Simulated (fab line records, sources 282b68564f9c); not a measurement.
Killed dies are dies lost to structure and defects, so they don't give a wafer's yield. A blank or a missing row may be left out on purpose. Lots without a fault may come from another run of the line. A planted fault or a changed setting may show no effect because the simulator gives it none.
fab line records | flow rit_cmos
record lots=6 wafers=18 last_day=8
route steps=202 shown FOX2@24 NWELL@28 M1@202
lots that met no fault: from a run of the same line without faults
start_h: hours from the record's first day to the start of the lot's first wafer shown | wait_h: hours since the lot's step before | " the same as in the row above | L1.1+2: a row that stands for several wafers | - no value, or no start given | * or withheld: withheld | < > ~ a bound
route shown NAME@n: a module of which the file shows steps, and the number in the route of the first | usual: mean/standard deviation of fault-free wafers | same: alike in all rows | chamber/n: place in a boat | sites: the reading at each site | _std_site: their standard deviation | _edge_site: outer sites' mean less inner sites' | radius_mm: how far each site lies from the wafer's centre | mask NAME#n: copy n | behind: the tool/chamber that last shaped the wafer | hold: why the lot was held/for how many hours/how that ended | device: the transistor (n, p or np) that didn't switch | end of line: the same wafers' tests at the end of the route | a step without rows: its recipe alone | killed: dies lost to structure and defects at the first sort, not the wafer's yield | map: a wafer's dies, x killed, . not, _ none there
set.NAME: the setting as run; set.NAME@STEP: as run at that earlier step | model.NAME: the simulator's own value behind a step, which no gauge read
lots at some steps of the route; a table a step, a row a wafer
services: from which hour (start_h, from the record's first day; less than 0 if before it) a tool's chamber was out of use, for how many hours, and why
## steps
# step RIT_FOX2_THK_MEAS_01
# recipe reads=SiO2_of_FOX2_OXIDATION_00
# usual FOX2_OXIDE_THK=348/7.7
# columns lot.wafer tool chamber start_h wait_h FOX2_OXIDE_THK[nm]
L404.2 film_metro-03 - 30.48 0.0 354
L404.4 " - " " 352
L404.5 " - " " 348
L409.3 film_metro-01 - 54.64 0.0 364
L409.4 " - " " 364
L409.5 " - " " 356
L413.2 film_metro-03 - 77.50 0.0 367
L413.5 " - " " 365
L413.6 " - " " 367
L415.2 film_metro-03 - 85.57 0.0 339
L415.4 " - " " 344
L415.6 " - " " 338
L424.1 film_metro-03 - 135.57 0.0 347
L424.5 " - " " 350
L424.6 " - " " 342
L425.4 film_metro-03 - 136.18 0.0 341
L425.5 " - " " 335
L425.6 " - " " 344
# step RIT_FOX2_CLEAN_02
# recipe chemistry=dHF dilution=50:1 time_s=180
# step RIT_FOX2_WET_ETCH_03
# recipe chemistry=H3PO4 target=Si3N4 target_depth_nm=195 temp_c=165 time_s=2700
# step RIT_FOX2_THK_MEAS_90
# recipe reads=SiO2_of_FOX2_OXIDATION_00
# usual FIELD_OXIDE_LEFT_1_THK=321/7.7
# columns lot.wafer tool chamber start_h wait_h FIELD_OXIDE_LEFT_1_THK[nm]
L404.2 film_metro-01 - 31.36 0.0 326
L404.4 " - " " 324
L404.5 " - " " 320
L409.3 film_metro-03 - 55.52 0.0 337
L409.4 " - " " 337
L409.5 " - " " 329
L413.2 film_metro-02 - 78.38 0.0 340
L413.5 " - " " 338
L413.6 " - " " 339
L415.2 film_metro-03 - 86.52 0.0 312
L415.4 " - " " 318
L415.6 " - " " 311
L424.1 film_metro-03 - 136.44 0.0 320
L424.5 " - " " 323
L424.6 " - " " 314
L425.4 film_metro-03 - 137.06 0.0 314
L425.5 " - " " 307
L425.6 " - " " 317
# step RIT_NWELL_HMDS_00
# recipe prime_time_s=58.79 prime_temp_c=140
# step RIT_NWELL_COAT_01
# recipe resist=NOVOLAK spin_rpm=2000 resist_thk_nm=1300
# step RIT_NWELL_SOFTBAKE_02
# recipe resist=NOVOLAK temp_c=90 time_s=60
# step RIT_NWELL_EXPOSE_03
# recipe mask_id=M2 na=0.57 target_cd_nm=43900 dose_mj=250
# step RIT_NWELL_PEB_04
# recipe resist=NOVOLAK temp_c=withheld time_s=withheld
# step RIT_NWELL_DEVELOP_05
# recipe resist=NOVOLAK develop_time_s=68 dev_temp_c=23
# step RIT_NWELL_OVL_MEAS_06
# usual NWELL_OVL=0.9/1.4
# columns lot.wafer tool chamber start_h wait_h NWELL_OVL[nm]
L404.2 overlay-02 - 32.41 - 2.6
L404.4 " - " " 0.4
L404.5 " - " " 1.5
L409.3 overlay-02 - 56.75 - -1.5
L409.4 " - " " 0.6
L409.5 " - " " 0.5
L413.2 overlay-01 - 79.44 - 2.2
L413.5 " - " " 1.3
L413.6 " - " " 3.6
L415.2 overlay-02 - 87.45 - -0.1
L415.4 " - " " 0.1
L415.6 " - " " -1.0
L424.1 overlay-01 - 137.66 - 0.2
L424.5 " - " " 1.5
L424.6 " - " " 1.8
L425.4 overlay-02 - 138.03 - 2.2
L425.5 " - " " 0.3
L425.6 " - " " -0.2
# step RIT_NWELL_HARDBAKE_07
# recipe resist=NOVOLAK temp_c=140 time_s=120
# step RIT_NWELL_IMPLANT_08
# recipe species=P energy_kev=167.8 dose_cm2=5e+13 tilt_deg=7
# usual tilt_deg=6.999/0.019
# columns lot.wafer tool chamber start_h wait_h tilt_deg
L404.2 implanter-02 0 32.71 0.2 6.994
L404.4 " 0 " " 7.005
L404.5 " 0 " " 7.026
L409.3 implanter-03 0 57.07 0.2 7.026
L409.4 " 0 " " 7.004
L409.5 " 0 " " 6.995
L413.2 implanter-03 0 79.74 0.2 7.799
L413.5 " 0 " " 7.868
L413.6 " 0 " " 7.843
L415.2 implanter-03 0 87.76 0.2 7.850
L415.4 " 0 " " 7.865
L415.6 " 0 " " 7.843
L424.1 implanter-02 0 137.94 0.2 7.028
L424.5 " 0 " " 7.000
L424.6 " 0 " " 7.017
L425.4 implanter-01 0 138.38 0.2 6.977
L425.5 " 0 " " 6.975
L425.6 " 0 " " 6.993
# step RIT_NWELL_STRIP_09
# recipe chemistry=O2 time_s=180 resist=NOVOLAK platen_temp_c=withheld power_w=500 pressure_mtorr=4000 o2_flow_sccm=4000
# usual drypump_motor_current_A=6.2/0.64
# columns lot.wafer tool chamber start_h wait_h drypump_motor_current_A rf_hours_counter_h
L404.2 plasma_asher-01 1 32.84 0.1 5.8 23
L404.4 " 1 " " 5.8 -
L404.5 " 1 " " 5.7 -
L409.3 plasma_asher-02 1 57.23 0.1 6.8 -
L409.4 " 0 " " 6.5 -
L409.5 " 0 " " 6.5 -
L413.2 plasma_asher-02 1 79.87 0.1 6.7 43
L413.5 " 0 " " 6.5 -
L413.6 " 1 " " 6.8 -
L415.2 plasma_asher-01 1 87.88 0.1 5.7 29
L415.4 " 0 " " 6.7 -
L415.6 " 0 " " 6.8 -
L424.1 plasma_asher-01 1 138.09 0.1 5.7 33
L424.5 " 1 " " 5.8 -
L424.6 " 0 " " 6.7 -
L425.4 plasma_asher-04 0 138.51 0.1 6.6 -
L425.5 " 1 " " 5.0 -
L425.6 " 0 " " 6.6 -
# step RIT_M1_PROBE_99
# usual killed_at_contacts=0.1/0.28 killed_at_front_end=7.1/2.8 killed_dies=7.1/2.9 killed_on_rim=1.9/1.5 killed_open=3.4/2 killed_short=3.6/2.1
# same gross_dies=264 killed_at_M0_to_M3=0 killed_at_M4_up=0 killed_at_back_side=0 killed_at_other=0
# columns lot.wafer tool chamber start_h wait_h killed_at_contacts killed_at_front_end killed_dies killed_on_rim killed_open killed_short
L404.2 prober-01 - 73.84 0.1 0 8 8 0 2 6
L404.4 prober-01 - 73.94 0.2 0 7 7 2 4 3
L404.5 prober-01 - 73.99 0.2 0 7 7 0 5 2
L409.3 prober-02 - 105.77 0.2 0 7 7 3 4 3
L409.4 prober-02 - 105.82 0.2 0 2 2 0 0 2
L409.5 prober-02 - 105.87 0.2 0 7 7 1 4 3
L413.2 prober-02 - 129.51 0.1 0 6 6 2 0 6
L413.5 prober-02 - 129.66 0.2 0 10 10 3 5 5
L413.6 prober-02 - 129.71 0.2 0 3 3 0 0 3
L415.2 prober-02 - 141.69 0.1 0 5 5 0 4 1
L415.4 prober-02 - 141.79 0.2 2 9 11 1 4 7
L415.6 prober-02 - 141.89 0.2 0 4 4 2 1 3
L424.1 prober-01 - 178.95 0.1 0 13 13 4 11 2
L424.5 prober-01 - 179.15 0.2 0 9 9 5 2 7
L424.6 prober-01 - 179.20 0.2 0 3 3 0 0 3
L425.4 prober-02 - 180.60 0.2 0 6 6 3 2 4
L425.5 prober-02 - 180.65 0.2 0 8 8 0 3 5
L425.6 prober-02 - 180.70 0.2 0 6 6 2 5 1
# killed by level:class
L404.2 GATE:geometric_particle:short=4 SILICIDE:geometric_particle:short=2 REOX:geometric_particle:open=1 SPACER:geometric_particle:open=1
L404.4 GATE:geometric_particle:open=2 GATE:geometric_particle:short=2 FOX1:geometric_particle:open=1 FOX2:geometric_particle:open=1 SILICIDE:geometric_particle:short=1
L404.5 FOX1:geometric_particle:open=1 FOX2:geometric_particle:short=1 FOX2:geometric_particle:open=1 SILICIDE:geometric_particle:short=1 GATE:geometric_particle:open=1 SPACER:geometric_particle:open=1 SILICIDE:geometric_particle:open=1
L409.3 GATE:geometric_particle:open=2 GATE:geometric_particle:short=2 FOX1:geometric_particle:short=1 REOX:geometric_particle:open=1 SILICIDE:geometric_particle:open=1
L409.4 FOX1:geometric_particle:short=2
L409.5 GATE:geometric_particle:short=2 FOX1:geometric_particle:open=1 GATE:geometric_particle:open=1 REOX:geometric_particle:short=1 SPACER:geometric_particle:open=1 SILICIDE:geometric_particle:open=1
L413.2 GATE:geometric_particle:short=3 FOX2:geometric_particle:short=1 REOX:geometric_particle:short=1 SILICIDE:geometric_particle:short=1
L413.5 FOX1:geometric_particle:short=3 REOX:geometric_particle:open=2 FOX1:geometric_particle:open=1 GATE:geometric_particle:open=1 SPACER:geometric_particle:open=1 SPACER:geometric_particle:short=1 SILICIDE:geometric_particle:short=1
L413.6 GATE:geometric_particle:short=2 SPACER:geometric_particle:short=1
L415.2 FOX1:geometric_particle:open=4 GATE:geometric_particle:short=1
L415.4 FOX1:geometric_particle:short=3 SPACER:geometric_particle:open=2 FOX1:geometric_particle:open=1 GATE:geometric_particle:short=1 REOX:geometric_particle:short=1 SPACER:geometric_particle:short=1 CONTACT:geometric_particle:open=1 CONTACT:geometric_particle:short=1
L415.6 FOX1:geometric_particle:short=3 REOX:geometric_particle:open=1
L424.1 FOX1:geometric_particle:open=4 SPACER:geometric_particle:open=4 GATE:geometric_particle:open=2 FOX1:geometric_particle:short=1 SILICIDE:geometric_particle:short=1 SILICIDE:geometric_particle:open=1
L424.5 FOX1:geometric_particle:short=2 SPACER:geometric_particle:short=2 FOX2:geometric_particle:open=1 FOX2:geometric_particle:short=1 GATE:geometric_particle:short=1 SPACER:geometric_particle:open=1 SILICIDE:geometric_particle:short=1
L424.6 GATE:geometric_particle:short=2 FOX1:geometric_particle:short=1
L425.4 GATE:geometric_particle:short=2 GATE:geometric_particle:open=2 SPACER:geometric_particle:short=2
L425.5 GATE:geometric_particle:short=3 FOX2:geometric_particle:short=1 GATE:geometric_particle:open=1 REOX:geometric_particle:short=1 REOX:geometric_particle:open=1 SILICIDE:geometric_particle:open=1
L425.6 GATE:geometric_particle:open=5 FOX1:geometric_particle:short=1
## services
# columns tool chamber start_h hours kind
implanter-02 - 9.64 3.9 repair
plasma_asher-04 - 26.60 9.4 pm
implanter-03 - 39.37 4.0 repair
implanter-01 - 42.78 3.2 repair
implanter-01 - 43.37 1.2 repair
implanter-01 - 48.48 2.5 pm
implanter-02 - 99.41 7.6 pm
implanter-01 - 101.28 2.1 repair
implanter-02 - 111.60 8.0 repair
implanter-03 - 111.88 1.1 repair
plasma_asher-04 - 125.04 1.7 repair
plasma_asher-02 - 126.86 2.8 pm
implanter-02 - 131.51 1.8 repair
plasma_asher-01 - 132.82 4.3 pm
## key
first_sign step=RIT_NWELL_IMPLANT_08 reading=tilt_deg direction=up sigmas=44 usual=6.999 struck=7.845
effect none on later readings
met_at RIT_NWELL_IMPLANT_08
struck_wafers L413.2,L413.5,L413.6,L415.2,L415.4,L415.6
tester_left_out L413,L415
onset_between 57.07 79.74
fault kind=process_parameter_drift tool=implanter-03 chamber=- onset_h=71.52 steps=RIT_NWELL_IMPLANT_08 channel=tilt_deg offset=0.84621 shape=step end_h=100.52 acts_in=these_recipes_only stated=7
# tester_left_out: of these lots the tester's yield and bins aren't shown, on N5 and GAA mostly nor the transistor test; their killed dies are dies lost to structure and defects alone, not to doping, threshold or leakage, so they don't give the yield
